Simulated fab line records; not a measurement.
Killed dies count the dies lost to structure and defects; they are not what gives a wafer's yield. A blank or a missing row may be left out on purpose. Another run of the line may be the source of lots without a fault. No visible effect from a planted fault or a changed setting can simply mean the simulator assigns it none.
The tool behind it: which one? || flow rit_cmos || 14 lots, 42 wafers sampled, at 2 steps of a route of 202

WHAT THE GAUGES SHOWED, per wafer
The record holds no reading of a measuring or inspecting step that can be judged against a usual standard deviation.

EACH LOT AND THE TOOL THAT RAN IT (in order: tool; ch and the chambers of the sampled wafers; start)
{"lot": "L719", "RIT_M1_HARDBAKE_11": "litho_track-01 ch 0, day 3 11:52", "RIT_M1_PROBE_99": "prober-02, day 3 14:24"}
{"lot": "L720", "RIT_M1_HARDBAKE_11": "litho_track-01 ch 0, day 3 16:02", "RIT_M1_PROBE_99": "prober-01, day 3 18:32"}
{"lot": "L721", "RIT_M1_HARDBAKE_11": "litho_track-02 ch 0, day 3 22:55", "RIT_M1_PROBE_99": "prober-02, day 4 01:25"}
{"lot": "L722", "RIT_M1_HARDBAKE_11": "litho_track-04 ch 0, day 4 06:17", "RIT_M1_PROBE_99": "prober-01, day 4 08:49"}
{"lot": "L724", "RIT_M1_HARDBAKE_11": "litho_track-02 ch 0, day 4 14:34", "RIT_M1_PROBE_99": "prober-02, day 4 17:05"}
{"lot": "L723", "RIT_M1_HARDBAKE_11": "litho_track-01 ch 0, day 4 16:01", "RIT_M1_PROBE_99": "prober-01, day 4 18:41"}
{"lot": "L726", "RIT_M1_HARDBAKE_11": "litho_track-04 ch 0, day 5 00:38", "RIT_M1_PROBE_99": "prober-01, day 5 03:09"}
{"lot": "L727", "RIT_M1_HARDBAKE_11": "litho_track-01 ch 0, day 5 05:29", "RIT_M1_PROBE_99": "prober-02, day 5 12:38"}
{"lot": "L731", "RIT_M1_HARDBAKE_11": "litho_track-04 ch 0, day 5 23:53", "RIT_M1_PROBE_99": "prober-02, day 6 02:25"}
{"lot": "L737", "RIT_M1_HARDBAKE_11": "litho_track-02 ch 0, day 7 07:26", "RIT_M1_PROBE_99": "prober-02, day 7 09:56"}
{"lot": "L738", "RIT_M1_HARDBAKE_11": "litho_track-02 ch 0, day 7 10:30", "RIT_M1_PROBE_99": "prober-01, day 7 13:02"}
{"lot": "L740", "RIT_M1_HARDBAKE_11": "litho_track-04 ch 0, day 7 19:42", "RIT_M1_PROBE_99": "prober-01, day 7 22:16"}
{"lot": "L741", "RIT_M1_HARDBAKE_11": "litho_track-02 ch 0, day 8 02:18", "RIT_M1_PROBE_99": "prober-02, day 8 04:48"}
{"lot": "L742", "RIT_M1_HARDBAKE_11": "litho_track-02 ch 0, day 8 04:52", "RIT_M1_PROBE_99": "prober-01, day 8 07:22"}
- RIT_M1_HARDBAKE_11: time 120 s.
- RIT_M1_PROBE_99

WHAT THE TOOLS THEMSELVES READ (means of the sampled wafers that have a number; where no wafer has one, the mark that the record gives instead)
RIT_M1_HARDBAKE_11.
{"lot": "L719", "tool": "litho_track-01", "heater_power_total_W (W)": 52.05, "plate_temp_C (C)": 140.03}
{"lot": "L720", "tool": "litho_track-01", "heater_power_total_W (W)": 51.97, "plate_temp_C (C)": 140.18}
{"lot": "L721", "tool": "litho_track-02", "heater_power_total_W (W)": 52.09, "plate_temp_C (C)": 140.12}
{"lot": "L722", "tool": "litho_track-04", "heater_power_total_W (W)": 52.09, "plate_temp_C (C)": 140.09}
{"lot": "L724", "tool": "litho_track-02", "heater_power_total_W (W)": 52.03, "plate_temp_C (C)": 140.07}
{"lot": "L723", "tool": "litho_track-01", "heater_power_total_W (W)": 53.40, "plate_temp_C (C)": 142.88}
{"lot": "L726", "tool": "litho_track-04", "heater_power_total_W (W)": 51.96, "plate_temp_C (C)": 140.00}
{"lot": "L727", "tool": "litho_track-01", "heater_power_total_W (W)": 53.48, "plate_temp_C (C)": 142.90}
{"lot": "L731", "tool": "litho_track-04", "heater_power_total_W (W)": 52.05, "plate_temp_C (C)": 140.13}
{"lot": "L737", "tool": "litho_track-02", "heater_power_total_W (W)": 51.97, "plate_temp_C (C)": 139.98}
{"lot": "L738", "tool": "litho_track-02", "heater_power_total_W (W)": 52.03, "plate_temp_C (C)": 139.94}
{"lot": "L740", "tool": "litho_track-04", "heater_power_total_W (W)": 52.08, "plate_temp_C (C)": 140.04}
{"lot": "L741", "tool": "litho_track-02", "heater_power_total_W (W)": 52.04, "plate_temp_C (C)": 139.87}
{"lot": "L742", "tool": "litho_track-02", "heater_power_total_W (W)": 51.96, "plate_temp_C (C)": 140.07}

RIT_M1_PROBE_99.
{"lot": "L719", "tool": "prober-02", "defect_limited_yield (%)": 96.0, "killed_at_contacts": 0.0, "killed_at_front_end": 11, "killed_dies": 11, "killed_on_rim": 4.0, "killed_open": 5.3, "killed_short": 5.3, "sort_bin_3_pad_short (%)": 0.3, "sort_bin_5_function (%)": 2.0, "sort_bin_6_memory (%)": 1.8, "sort_n_pass": 253, "sort_yield_pct (%)": 96.0}
{"lot": "L720", "tool": "prober-01", "defect_limited_yield (%)": 98.3, "killed_at_contacts": 0.0, "killed_at_front_end": 4, "killed_dies": 4, "killed_on_rim": 1.3, "killed_open": 2.3, "killed_short": 2.0, "sort_bin_3_pad_short (%)": 0.0, "sort_bin_5_function (%)": 1.1, "sort_bin_6_memory (%)": 0.5, "sort_n_pass": 260, "sort_yield_pct (%)": 98.3}
{"lot": "L721", "tool": "prober-02", "defect_limited_yield (%)": 96.6, "killed_at_contacts": 0.0, "killed_at_front_end": 9, "killed_dies": 9, "killed_on_rim": 2.7, "killed_open": 4.0, "killed_short": 5.0, "sort_bin_3_pad_short (%)": 0.1, "sort_bin_5_function (%)": 1.4, "sort_bin_6_memory (%)": 1.9, "sort_n_pass": 255, "sort_yield_pct (%)": 96.6}
{"lot": "L722", "tool": "prober-01", "defect_limited_yield (%)": 97.7, "killed_at_contacts": 0.0, "killed_at_front_end": 6, "killed_dies": 6, "killed_on_rim": 2.0, "killed_open": 3.3, "killed_short": 2.7, "sort_bin_3_pad_short (%)": 0.1, "sort_bin_5_function (%)": 1.4, "sort_bin_6_memory (%)": 0.8, "sort_n_pass": 258, "sort_yield_pct (%)": 97.7}
{"lot": "L724", "tool": "prober-02", "defect_limited_yield (%)": 97.5, "killed_at_contacts": 0.3, "killed_at_front_end": 6, "killed_dies": 7, "killed_on_rim": 1.3, "killed_open": 4.0, "killed_short": 2.7, "sort_bin_3_pad_short (%)": 0.1, "sort_bin_5_function (%)": 1.9, "sort_bin_6_memory (%)": 0.5, "sort_n_pass": 257, "sort_yield_pct (%)": 97.5}
{"lot": "L723", "tool": "prober-01", "defect_limited_yield (%)": 97.1, "killed_at_contacts": 0.0, "killed_at_front_end": 8, "killed_dies": 8, "killed_on_rim": 2.7, "killed_open": 4.0, "killed_short": 3.7, "sort_bin_3_pad_short (%)": 0.3, "sort_bin_5_function (%)": 1.9, "sort_bin_6_memory (%)": 0.8, "sort_n_pass": 256, "sort_yield_pct (%)": 97.1}
{"lot": "L726", "tool": "prober-01", "defect_limited_yield (%)": 98.4, "killed_at_contacts": 0.0, "killed_at_front_end": 4, "killed_dies": 4, "killed_on_rim": 0.3, "killed_open": 2.0, "killed_short": 2.3, "sort_bin_3_pad_short (%)": 0.0, "sort_bin_5_function (%)": 1.1, "sort_bin_6_memory (%)": 0.5, "sort_n_pass": 260, "sort_yield_pct (%)": 98.4}
{"lot": "L727", "tool": "prober-02", "defect_limited_yield (%)": 96.1, "killed_at_contacts": 0.3, "killed_at_front_end": 10, "killed_dies": 10, "killed_on_rim": 3.7, "killed_open": 7.3, "killed_short": 3.0, "sort_bin_3_pad_short (%)": 0.0, "sort_bin_5_function (%)": 2.8, "sort_bin_6_memory (%)": 1.1, "sort_n_pass": 254, "sort_yield_pct (%)": 96.1}
{"lot": "L731", "tool": "prober-02", "defect_limited_yield (%)": 96.6, "killed_at_contacts": 0.0, "killed_at_front_end": 9, "killed_dies": 9, "killed_on_rim": 2.7, "killed_open": 5.7, "killed_short": 3.3, "sort_bin_3_pad_short (%)": 0.1, "sort_bin_5_function (%)": 1.7, "sort_bin_6_memory (%)": 1.7, "sort_n_pass": 255, "sort_yield_pct (%)": 96.6}
{"lot": "L737", "tool": "prober-02", "defect_limited_yield (%)": 96.7, "killed_at_contacts": 0.0, "killed_at_front_end": 9, "killed_dies": 9, "killed_on_rim": 3.0, "killed_open": 3.3, "killed_short": 5.3, "sort_bin_3_pad_short (%)": 0.1, "sort_bin_5_function (%)": 1.8, "sort_bin_6_memory (%)": 1.4, "sort_n_pass": 255, "sort_yield_pct (%)": 96.7}
{"lot": "L738", "tool": "prober-01", "defect_limited_yield (%)": 96.8, "killed_at_contacts": 0.3, "killed_at_front_end": 8, "killed_dies": 8, "killed_on_rim": 3.7, "killed_open": 5.7, "killed_short": 2.7, "sort_bin_3_pad_short (%)": 0.3, "sort_bin_5_function (%)": 2.3, "sort_bin_6_memory (%)": 0.7, "sort_n_pass": 256, "sort_yield_pct (%)": 96.8}
{"lot": "L740", "tool": "prober-01", "defect_limited_yield (%)": 96.0, "killed_at_contacts": 0.0, "killed_at_front_end": 11, "killed_dies": 11, "killed_on_rim": 4.0, "killed_open": 6.7, "killed_short": 4.0, "sort_bin_3_pad_short (%)": 0.1, "sort_bin_5_function (%)": 2.5, "sort_bin_6_memory (%)": 1.4, "sort_n_pass": 253, "sort_yield_pct (%)": 96.0}
{"lot": "L741", "tool": "prober-02", "defect_limited_yield (%)": 97.1, "killed_at_contacts": 0.0, "killed_at_front_end": 8, "killed_dies": 8, "killed_on_rim": 1.7, "killed_open": 3.7, "killed_short": 4.0, "sort_bin_3_pad_short (%)": 0.1, "sort_bin_5_function (%)": 1.1, "sort_bin_6_memory (%)": 1.6, "sort_n_pass": 256, "sort_yield_pct (%)": 97.1}
{"lot": "L742", "tool": "prober-01", "defect_limited_yield (%)": 97.3, "killed_at_contacts": 0.0, "killed_at_front_end": 7, "killed_dies": 7, "killed_on_rim": 2.0, "killed_open": 3.0, "killed_short": 4.0, "sort_bin_3_pad_short (%)": 0.1, "sort_bin_5_function (%)": 1.4, "sort_bin_6_memory (%)": 1.1, "sort_n_pass": 257, "sort_yield_pct (%)": 97.3}

THE ANSWER, worked out from the rows above alone
Rule: usual is defined by the lots themselves. The widest of any qualifying gaps counts: lots, ordered by their means at a reading, are off when they make up no more than a third of the lots, leave a main group of 4 or more, and stand apart from it by 3 or more times the standard deviation of that group's means. Not used: any main group whose means are identical at the precision the tables above print for the reading. A lot without any number at a reading at which 4 lots or more have one is off too. Where the step has rows for the other lots, those lots are counted as sound. First the gauges in route order, then the tools' own readings, where a lot's mean is used as printed above. The first step at which some lot is off is used, and at that step the reading that is off furthest; a lot without a number counts as furthest.
Off at RIT_M1_HARDBAKE_11 (plate_temp_C): L723, L727. Mean 140.04 C and standard deviation 0.083 in the main group.
A tool fits if, at that step or a process step before it, it ran every lot that is off, and no sound lot after the first of them. One candidate fits, namely litho_track-01 at RIT_M1_HARDBAKE_11. Its last sound lot is L720 (day 3 16:02), its first lot that is off L723 (day 4 16:01): a fault that began between those two fits.
The tool's own readings at RIT_M1_HARDBAKE_11 bear it out: on the lots that are off they differ by more than 5 times the standard deviation of the sound lots' means. heater_power_total_W reads 53.44 W there against 52.03 W on the sound lots; plate_temp_C reads 142.89 C there against 140.04 C on the sound lots.

WHAT WAS PUT IN BY THE SIMULATOR
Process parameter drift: litho_track-01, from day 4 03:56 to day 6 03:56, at RIT_M1_HARDBAKE_11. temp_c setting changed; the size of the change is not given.
Shown lots that were struck: L723, L727. The rule above reached the same finding.
